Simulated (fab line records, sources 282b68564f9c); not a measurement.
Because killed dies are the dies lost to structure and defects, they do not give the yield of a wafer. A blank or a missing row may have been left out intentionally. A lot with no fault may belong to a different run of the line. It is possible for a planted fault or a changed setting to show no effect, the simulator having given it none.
Problem report, 8D (eight disciplines) form, completed by code || flow rit-cmos || the parts of the form that need people (team, actions taken, sign-off) are left out

== 1. WHAT IS WRONG ==
Wafers with no fault read 249.3 W with a standard deviation of 0.73, whereas rf-fwd-power-W at RIT_SPACER_ETCHBACK_05 reads a mean of 288.1 W on 1 wafer of 1 lot. Measured from the usual mean, that is +53 standard deviations.
The step: etches Si3N4 in SF6/CHF3, stops on SiO2, target depth 250 nm, time 240 s.
The first sign was on wafer L669.5 at day 4 21:06, on rie-diel-04. The record has a number at this step for 39 wafers belonging to 13 lots. The rule behind "out" and "out of limits": a value lying over 4 standard deviations away from the usual mean. All remaining wafers that have a number are taken as sound.

== 2. WHAT IT IS, AND WHAT IT ISN'T ==
{"question": "which readings at this step", "is": "rf-fwd-power-W", "is not": "chamber-pressure-mTorr, drypump-motor-current-A, oes-product-au, throttle-valve-pct"}
{"question": "which lots", "is": "L669", "is not": "L662, L663, L664, L665, L666, L667, L671, L678, L682, L683, L684, L685"}
{"question": "which wafers of those lots", "is": "L669.5", "is not": "L669.3, L669.6"}
{"question": "read on which tools", "is": "rie-diel-04", "is not": "rie-diel-01, rie-diel-03"}
{"question": "when", "is": "from day 4 21:06", "is not": "up to then (20 sound wafers); but 18 sound wafers of L671, L678, L682, L683, L684, L685 came after"}

== 3. THE SUSPECTS, EACH WITH WHAT RULES IT OUT ==
Counting: any tool at a process step up to the reading remains a suspect provided it ran every lot that is out. Sound lots after the first of them don't rule it out here, since some wafers of a struck lot are sound.
- rie-diel-04 at RIT_SPACER_ETCHBACK_05 (etches Si3N4 in SF6/CHF3, stops on SiO2, target depth 250 nm, time 240 s): kept. It ran the lot that is out, L669 (day 4 21:06); its last sound lot up to then is L666 (day 4 07:04). Its own rf-fwd-power-W readings are out on those wafers.
- Within rie-diel-04 at RIT_SPACER_ETCHBACK_05: the wafers that are out ran in chamber 3; their sound lot-mates ran in chambers 1, 2.
Remaining after the count: rie-diel-04 at RIT_SPACER_ETCHBACK_05.

== 4. THE CAUSE (what the simulator had put in) ==
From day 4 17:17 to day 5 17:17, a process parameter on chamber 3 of rie-diel-04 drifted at RIT_SPACER_ETCHBACK_05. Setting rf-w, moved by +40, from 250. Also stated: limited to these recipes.
After counting, this tool was the only one left.

== 5. SEQUENCE OF EFFECTS, ordered by route ==
Rows list readings where the struck wafers' mean (over those with a number) sits beyond 3 standard deviations from the usual. Scope: only readings with a usual standard deviation given in the record; hours: median across lots of the time from each lot's start at the first step in this table that gives one to its start at this step; sigmas: change in usual standard deviations.
{"hours": 0, "step": "RIT_SPACER_ETCHBACK_05", "reading": "rf-fwd-power-W", "usual": "249.3 W", "on struck wafers": 288.1, "change": "+38.8", "sigmas": "+53"}
The process steps in it:
- RIT_SPACER_ETCHBACK_05: etches Si3N4 in SF6/CHF3, stops on SiO2, target depth 250 nm, time 240 s.

== 6. WHAT WOULD HAVE CAUGHT IT SOONER ==
First out-of-limits reading in this record: day 4 21:06, which is 4 hours after fault onset at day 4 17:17.
